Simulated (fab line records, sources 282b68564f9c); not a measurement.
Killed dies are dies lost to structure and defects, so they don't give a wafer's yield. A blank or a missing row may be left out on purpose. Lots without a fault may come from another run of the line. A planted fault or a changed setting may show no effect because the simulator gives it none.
fab line records | flow rit_cmos
record lots=13 wafers=39 last_day=6
route steps=202 shown CONTACT@175
lots that met no fault: from a run of the same line without faults
start_h: hours from the record's first day to the start of the lot's first wafer shown | wait_h: hours since the lot's step before | " the same as in the row above | L1.1+2: a row that stands for several wafers | - no value, or no start given | * or withheld: withheld | < > ~ a bound
route shown NAME@n: a module of which the file shows steps, and the number in the route of the first | usual: mean/standard deviation of fault-free wafers | same: alike in all rows | chamber/n: place in a boat | sites: the reading at each site | _std_site: their standard deviation | _edge_site: outer sites' mean less inner sites' | radius_mm: how far each site lies from the wafer's centre | mask NAME#n: copy n | behind: the tool/chamber that last shaped the wafer | hold: why the lot was held/for how many hours/how that ended | device: the transistor (n, p or np) that didn't switch | end of line: the same wafers' tests at the end of the route | a step without rows: its recipe alone | killed: dies lost to structure and defects at the first sort, not the wafer's yield | map: a wafer's dies, x killed, . not, _ none there
set.NAME: the setting as run; set.NAME@STEP: as run at that earlier step | model.NAME: the simulator's own value behind a step, which no gauge read
steps of the route over a sample of lots; a table a step, a row a wafer
## steps
# step RIT_CONTACT_DEVELOP_07
# recipe resist=NOVOLAK develop_time_s=120 dev_temp_c=23
# columns lot.wafer tool chamber start_h wait_h
L493.1+4+5 litho_track-01 0 56 -
L494.1+3+6 litho_track-02 0 58 -
L496.2+3+5 litho_track-04 0 68 -
L497.1+5+6 litho_track-02 0 73 -
L498.1+4+5 litho_track-02 0 80 -
L499.1+3+6 litho_track-01 0 84 -
L500.1+5+6 litho_track-02 0 91 -
L501.2+4+5 litho_track-02 0 95 -
L504.2+5+6 litho_track-01 0 114 -
L505.3+5+6 litho_track-01 0 116 -
L506.2+4+5 litho_track-01 0 122 -
L507.1+5+6 litho_track-02 0 128 -
L510.3+5+6 litho_track-01 0 142 -
# step RIT_CONTACT_CD_MEAS_08
# recipe target_cd_nm=1000
# usual cd_nm=999.5/2.4
# columns lot.wafer tool chamber start_h wait_h cd_nm
L493.1 cd_sem-02 - 56.62 - 998.0
L493.4 " - " " 1001.1
L493.5 " - " " 1000.2
L494.1 cd_sem-02 - 59.02 - 1000.9
L494.3 " - " " 999.4
L494.6 " - " " 1002.1
L496.2 cd_sem-01 - 68.30 - 1000.6
L496.3 " - " " 994.9
L496.5 " - " " 998.2
L497.1 cd_sem-02 - 74.17 - 1000.5
L497.5 " - " " 1001.1
L497.6 " - " " 999.1
L498.1 cd_sem-02 - 80.94 - 1000.8
L498.4 " - " " 1003.7
L498.5 " - " " 1004.2
L499.1 cd_sem-02 - 84.87 - 995.6
L499.3 " - " " 996.7
L499.6 " - " " 998.5
L500.1 cd_sem-01 - 91.99 - 998.8
L500.5 " - " " 996.8
L500.6 " - " " 997.8
L501.2 cd_sem-02 - 96.01 - 1002.9
L501.4 " - " " 1001.4
L501.5 " - " " 999.0
L504.2 cd_sem-02 - 114.65 - 999.2
L504.5 " - " " 998.3
L504.6 " - " " 996.6
L505.3 cd_sem-02 - 117.15 - 998.2
L505.5 " - " " 998.7
L505.6 " - " " 996.3
L506.2 cd_sem-02 - 122.32 - 999.5
L506.4 " - " " 1001.2
L506.5 " - " " 1000.4
L507.1 cd_sem-01 - 129.17 - 1003.6
L507.5 " - " " 1004.3
L507.6 " - " " 1004.2
L510.3 cd_sem-02 - 142.74 - 1004.7
L510.5 " - " " 1005.8
L510.6 " - " " 1006.1
## key
first_sign step=RIT_CONTACT_CD_MEAS_08 reading=cd_nm direction=up sigmas=2.5 usual=999.5 struck=1005.5
effect none on later readings
met_at RIT_CONTACT_DEVELOP_07
struck_lots L510
tester_left_out L510
onset_between 122 142
also_fits time
fault kind=process_parameter_drift tool=litho_track-01 chamber=- onset_h=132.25 steps=RIT_CONTACT_DEVELOP_07 channel=develop_time_s offset=* shape=step end_h=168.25 acts_in=* stated=*
# tester_left_out: of these lots the tester's yield and bins aren't shown, on N5 and GAA mostly nor the transistor test; their killed dies are dies lost to structure and defects alone, not to doping, threshold or leakage, so they don't give the yield
